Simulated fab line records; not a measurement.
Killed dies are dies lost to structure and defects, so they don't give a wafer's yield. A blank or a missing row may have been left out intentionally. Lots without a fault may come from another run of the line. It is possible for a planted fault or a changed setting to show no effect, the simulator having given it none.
Lot-split experiment ; flow rit cmos ; 23 wafers read across 5 lots, on a route 202 steps long

== THE SPLIT ==
At RIT_NWELL_IMPLANT_08, the setting dose cm2 was moved away from the recipe's 5e+13 on 12 of the 23 wafers read, by -2.8% to +6.1%. For the rest of the wafers, this setting stayed at what the recipe calls for.

== FROM THE SPLIT TO THE READING: what the file shows between them, 11 steps ==
- RIT_NWELL_STRIP_09: strips in O2, time 180 s
- RIT_NWELL_TW_MEAS_10
- RIT_PWELL_COAT_01: resist thk 1300 nm (also split here: resist thk nm)
- RIT_PWELL_SOFTBAKE_02: time 60 s
- RIT_PWELL_EXPOSE_03: exposes mask M3, target cd 43700 nm
- RIT_PWELL_DEVELOP_05: develop time 68 s
- RIT_PWELL_HARDBAKE_07: time 120 s
- RIT_PWELL_IMPLANT_08 (also split here: dose cm2)
- RIT_PWELL_STRIP_09: strips in O2, time 180 s
- RIT_PWELL_TW_MEAS_10
- RIT_WELLDRIVE_ANNEAL_00: time 14700 s

== THE READING ==
Measured at RIT_WELLDRIVE_RS_MEAS_01 by four-point probe: NWELL_RS, in ohm/sq. Typical for fault-free wafers on this fab line: 275.7 ohm/sq, with standard deviation 0.7 ohm/sq.

wafer;tool, chamber at the split;dose cm2 as run;against the recipe;NWELL_RS, ohm/sq;against lot-mates on the recipe
L075.1;implanter-01, 0;5e+13;recipe;275.3;-
L075.2;implanter-01, 0;5e+13;recipe;274.5;-
L075.4;implanter-01, 0;5.303e+13;+6.1%;265.8;-9.1
L075.5;implanter-01, 0;5.303e+13;+6.1%;266.0;-8.9
L075.6;implanter-01, 0;5.303e+13;+6.1%;265.8;-9.1
L076.1;implanter-04, 0;5e+13;recipe;275.7;-
L076.2;implanter-04, 0;5.181e+13;+3.6%;269.0;-6.5
L076.3;implanter-04, 0;5.181e+13;+3.6%;269.2;-6.3
L076.4;implanter-04, 0;5.181e+13;+3.6%;268.9;-6.6
L076.6;implanter-04, 0;5e+13;recipe;275.4;-
L078.1;implanter-04, 0;5.231e+13;+4.6%;268.5;-7.6
L078.2;implanter-04, 0;5.231e+13;+4.6%;268.4;-7.8
L078.3;implanter-04, 0;5.231e+13;+4.6%;268.1;-8.0
L078.4;implanter-04, 0;5e+13;recipe;276.3;-
L078.5;implanter-04, 0;5e+13;recipe;276.0;-
L081.1;implanter-04, 0;5e+13;recipe;276.3;-
L081.2;implanter-04, 0;4.861e+13;-2.8%;281.5;+5.1
L081.3;implanter-04, 0;4.861e+13;-2.8%;281.5;+5.1
L081.4;implanter-04, 0;5e+13;recipe;276.4;-
L081.5;implanter-04, 0;4.861e+13;-2.8%;280.8;+4.4
L085.1;implanter-03, 0;5e+13;recipe;276.8;-
L085.4;implanter-03, 0;5e+13;recipe;274.7;-
L085.6;implanter-03, 0;5e+13;recipe;274.2;-

FIT RESULTS
A straight line over all 23 wafers: NWELL_RS changes by -1.71 ohm/sq for each +1% of dose cm2; r = -0.99; the points scatter about the line by 0.75 ohm/sq.
The same after taking each lot's own level away (the mean of its wafers on the recipe; 23 wafers): -1.63 ohm/sq for each +1%; r = -0.99; scatter 0.64 ohm/sq.
According to that fit, moving dose cm2 by its largest amount changes the reading by 9.9 ohm/sq.
The lots' own levels span 274.90 to 276.35 ohm/sq, that is 2.1 times the standard deviation above.
The two slopes are in agreement: the lot-to-lot level therefore moves the slope only a little.
Check: -9.97 ohm/sq against its lot-mates is what the line predicts for one of the wafers moved furthest among these (+6.1%) when that wafer is left out of the fit. Against them it came out at -9.1 ohm/sq.

== OTHER SPLITS ON THESE WAFERS ==
Other splits were also applied to these wafers ahead of the reading. Each is held against what the fit with the lots' levels taken away leaves over:
other split on the same wafers;wafers away from the commonest value;r with NWELL_RS (lot level and that fit taken away)
RIT_ACTIVE_EXPOSE_08 dose mj;10;-0.18
RIT_NWELL_COAT_01 resist thk nm;8;-0.13
RIT_PWELL_COAT_01 resist thk nm;7;+0.07
RIT_PWELL_IMPLANT_08 dose cm2;11;+0.31

== THE WHOLE CHAIN: every reading that the file lists as answering this split, in the file's order ==
step;what it does;reading;change (the file's fit);r (the file's)
RIT_NWELL_TW_MEAS_10;;NWELL_TW;+7.76 for each +1% of the setting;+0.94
RIT_WELLDRIVE_RS_MEAS_01;measures by four-point-probe;NWELL_RS;-1.62 for each +1% of the setting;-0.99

== FILE'S OWN FIT ==
NWELL_RS changes by -1.62 ohm/sq for each +1% of dose cm2, r = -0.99.
